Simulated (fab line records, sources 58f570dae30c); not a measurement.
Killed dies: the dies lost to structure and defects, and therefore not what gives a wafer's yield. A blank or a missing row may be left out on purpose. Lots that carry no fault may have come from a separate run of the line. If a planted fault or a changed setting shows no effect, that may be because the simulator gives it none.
Which tool is to blame?	flow berkeleyCmos170	24 lots with 72 wafers sampled at 2 steps, on a route of 331 steps

## WHAT THE GAUGES SHOWED, per wafer
UCB170_NWELL_OVL_MEAS_12. Usual: NWELL_OVL 1 nm, standard deviation 4.9.
lot	measured	on	NWELL_OVL (nm)	flag
L074	day 2 10:32	overlay-01	3 5 3	
L075	day 2 13:12	overlay-02	4 1 1	
L076	day 2 19:55	overlay-02	4 6 0	
L077	day 3 02:56	overlay-02	4 -2 1	
L079	day 3 12:10	overlay-01	-9 -10 4	
L078	day 3 12:02	overlay-02	-4 -6 2	
L080	day 3 20:16	overlay-01	7 8 5	
L081	day 4 00:39	overlay-01	-1 -3 -4	
L082	day 4 00:56	overlay-01	-15 4 -8	
L083	day 4 14:05	overlay-01	0 1 -1	
L084	day 4 13:49	overlay-01	3 -2 8	
L085	day 4 21:37	overlay-02	6 10 8	
L086	day 4 22:02	overlay-02	6 3 -1	
L087	day 5 05:01	overlay-01	1 -9 0	
L088	day 5 05:06	overlay-02	2 -4 2	
L089	day 5 15:25	overlay-02	1 3 2	
L090	day 5 21:02	overlay-02	-2 5 1	
L091	day 5 21:43	overlay-02	10 3 -1	
L092	day 6 07:57	overlay-01	2 2 2	
L093	day 6 16:17	overlay-01	-6 -3 0	
L094	day 6 15:59	overlay-01	1 -2 2	
L095	day 6 22:52	overlay-01	-1 -4 -2	
L097	day 7 04:33	overlay-01	8 3 8	
L096	day 7 04:34	overlay-02	-4 4 5	

## WHAT TOOL EACH LOT RAN ON (gives the tool, then ch and the chambers of the sampled wafers, and finally the start)
lot	UCB170_ZERO_STRIP_07
L074	plasmaAsher-01 ch 0,1, day 1 17:49
L075	plasmaAsher-03 ch 0,1, day 2 01:38
L076	plasmaAsher-03 ch 0,1, day 2 06:22
L077	plasmaAsher-02 ch 0,1, day 2 13:04
L079	plasmaAsher-02 ch 0,1, day 2 20:55
L078	plasmaAsher-02 ch 0,1, day 2 21:11
L080	plasmaAsher-02 ch 0,1, day 3 04:22
L081	plasmaAsher-01 ch 1, day 3 10:36
L082	plasmaAsher-01 ch 0,1, day 3 13:56
L083	plasmaAsher-02 ch 0,1, day 3 19:12
L084	plasmaAsher-02 ch 0,1, day 3 23:14
L085	plasmaAsher-03 ch 0,1, day 4 08:37
L086	plasmaAsher-01 ch 0,1, day 4 08:49
L087	plasmaAsher-01 ch 0,1, day 4 15:50
L088	plasmaAsher-02 ch 0,1, day 4 19:37
L089	plasmaAsher-02 ch 0, day 5 00:46
L090	plasmaAsher-01 ch 0,1, day 5 07:56
L091	plasmaAsher-03 ch 0,1, day 5 08:13
L092	plasmaAsher-02 ch 0,1, day 5 17:57
L093	plasmaAsher-01 ch 0,1, day 5 23:24
L094	plasmaAsher-02 ch 0,1, day 5 23:49
L095	plasmaAsher-01 ch 0,1, day 6 06:48
L097	plasmaAsher-03 ch 0,1, day 6 14:20
L096	plasmaAsher-01 ch 0,1, day 6 14:43
- UCB170_ZERO_STRIP_07: strips in O2.

## AS READ BY THE TOOLS THEMSELVES (means over the sampled wafers that have a number; for cases with no such wafer, the mark the record gives instead)
UCB170_ZERO_STRIP_07. Usual: drypumpMotorCurrentA 5.6 A, standard deviation 0.48; oesProductAu 0.727 a.u., standard deviation 0.0047; stripTimeToEndpointS 21.49 s, standard deviation 0.065.
lot	tool	drypumpMotorCurrentA (A)	oesProductAu (a.u.)	stripTimeToEndpointS (s)	flag
L074	plasmaAsher-01	5.9	0.728	21.43	
L075	plasmaAsher-03	5.4	0.727	21.47	
L076	plasmaAsher-03	5.8	0.724	21.56	
L077	plasmaAsher-02	5.2	0.729	21.54	
L079	plasmaAsher-02	5.2	0.725	21.47	
L078	plasmaAsher-02	5.6	0.726	21.53	
L080	plasmaAsher-02	5.1	0.725	21.44	
L081	plasmaAsher-01	5.9	0.728	21.53	
L082	plasmaAsher-01	5.9	0.723	21.50	
L083	plasmaAsher-02	5.5	0.730	21.39	
L084	plasmaAsher-02	5.2	0.723	21.54	
L085	plasmaAsher-03	5.4	0.729	21.42	
L086	plasmaAsher-01	5.9	0.732	21.60	
L087	plasmaAsher-01	5.9	0.730	21.54	
L088	plasmaAsher-02	5.6	0.723	21.58	
L089	plasmaAsher-02	5.9	0.727	21.43	
L090	plasmaAsher-01	5.9	0.727	21.52	
L091	plasmaAsher-03	5.8	0.727	21.47	
L092	plasmaAsher-02	5.5	0.729	21.48	
L093	plasmaAsher-01	5.9	0.727	21.45	
L094	plasmaAsher-02	5.6	0.729	21.49	
L095	plasmaAsher-01	5.9	0.726	21.43	
L097	plasmaAsher-03	5.8	0.730	21.44	
L096	plasmaAsher-01	5.9	0.728	21.42	

## THE ANSWER, worked out from the rows above alone
Rule: a lot is off if the mean of its wafers that have a number lies more than 3 standard deviations from the usual mean. A lot without any number at a reading at which 4 lots or more have one is off too. Where the step has rows for the other lots, those lots are counted as sound. Order of review: gauges by route order, followed by the tools' own readings, for which a lot's mean as printed above is used. The first step at which some lot is off is used, and at that step the reading that is off furthest; a lot without a number counts as furthest.
Nothing can be told from this: no lot is off at any reading shown.

## WHAT WAS PUT IN BY THE SIMULATOR
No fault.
